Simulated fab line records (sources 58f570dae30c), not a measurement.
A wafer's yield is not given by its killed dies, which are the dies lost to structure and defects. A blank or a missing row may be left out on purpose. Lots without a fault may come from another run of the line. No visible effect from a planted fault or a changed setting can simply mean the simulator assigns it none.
A struck lot beside a sound one / flow berkeleyCmos170 / 15 out of 331 route steps
Sound: the wafers L885.1, L885.5, L885.6. The struck wafers were L878.1, L878.3, L878.5. At the end, the cause is stated.
Per side, at each step with rows, come the tool, then ch with its chambers, and then its first start. Under that, the readings that differ: sound wafers / struck wafers / difference of the means / sigmas: that difference in standard deviations of wafers without a fault.
alike: readings whose means differ by less than 2 such deviations, and words and numbers that are the same on both sides. not compared: withheld readings, readings that some wafer has no value for, bounds like >300 that may hide the same value, and numbers for which the record gives no deviation and whose values overlap.
The two part at a step that has a row with sigmas, a row that says differs or no value, or rows on one side only. Numbers that have no deviation but don't overlap get no sigmas and don't part them. A reading missing from all wafers of one side parts the sides only when that side holds two or more wafers.

UCB170_V2_BOW_MEAS_03:
  sound on filmMetro-04, day 10 23:31; struck on filmMetro-03, day 10 15:28
  alike: V2_BOW
UCB170_V2_THK_MEAS_04:
  sound on filmMetro-04, day 10 23:38; struck on filmMetro-03, day 10 15:35
  alike: V2_POLISHED_THK
then, 3 steps without rows for these wafers: UCB170_V2_CLEAN_05 (cleans in DIW); UCB170_V2_HMDS_06 (prime time 60 s); UCB170_V2_COAT_07 (resist thk 900 nm).
UCB170_V2_SOFTBAKE_08: time 61.3 s.
  sound on lithoTrack-01 ch 0, day 11 00:28; struck on lithoTrack-01 ch 0, day 10 16:11
  alike: chillPlateTempC, heaterPowerTotalW, plateSensorTCentreC, plateSensorTEdgeC
then, 3 steps without rows for these wafers: UCB170_V2_EXPOSE_09 (exposes mask VIA2, target cd 700 nm); UCB170_V2_PEB_10; UCB170_V2_DEVELOP_11 (develop time 45 s).
UCB170_V2_CD_MEAS_12: the cd target is 700 nm.
  sound on cdSem-02, day 11 01:37; struck on cdSem-02, day 10 16:57
  alike: cdNm
UCB170_V2_OVL_MEAS_13:
  sound on overlay-01, day 11 01:44; struck on overlay-02, day 10 17:04
  alike: V2_OVL
UCB170_V2_ETCH_14: etches SiO2 in CHF3/CF4/Ar, stops on Al, target depth 1250 nm, time 291 s.
  sound on rieDiel-04 ch 1,2, day 11 01:46; struck on rieDiel-04 ch 1,2,3, day 10 17:07
  alike: drypumpMotorCurrentA, oesProductAu, throttleValvePct
  not compared: rfHoursCounterH
UCB170_V2_STRIP_15: strips in O2.
  sound on plasmaAsher-01 ch 0,1, day 11 01:56; struck on plasmaAsher-03 ch 0, day 10 17:17
reading=drypumpMotorCurrentA (A); sound=6.3 5.5 6.3; struck=4.9 4.9 4.9; difference=-1.1; sigmas=-3
reading=o2FlowSccm (sccm); sound=400.0 399.1 400.4; struck=479.5 479.3 481.0; difference=+80.1; sigmas=+67
reading=oesProductAu (a.u.); sound=0.719 0.719 0.729; struck=0.735 0.733 0.735; difference=+0.012; sigmas=+2
reading=stripTimeToEndpointS (s); sound=15.34 15.03 15.41; struck=14.79 14.66 14.91; difference=-0.47; sigmas=-3
  not compared: rfHoursCounterH
UCB170_V2_CD_MEAS_90: the cd target is 700 nm.
  sound on cdSem-02, day 11 02:02; struck on cdSem-01, day 10 17:23
  alike: cdNm
then, 1 step without rows for these wafers: UCB170_M3_PROBE_99.

WHERE THEY PART
Only at UCB170_V2_STRIP_15, as far as this record shows. Later steps at which nothing parts them and some readings are alike: UCB170_V2_CD_MEAS_90.

WHY: what the simulator had put in
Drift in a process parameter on plasmaAsher-03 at UCB170_V2_STRIP_15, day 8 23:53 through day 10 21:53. Setting o2FlowSccm shifted by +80 from 400. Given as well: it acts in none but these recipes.
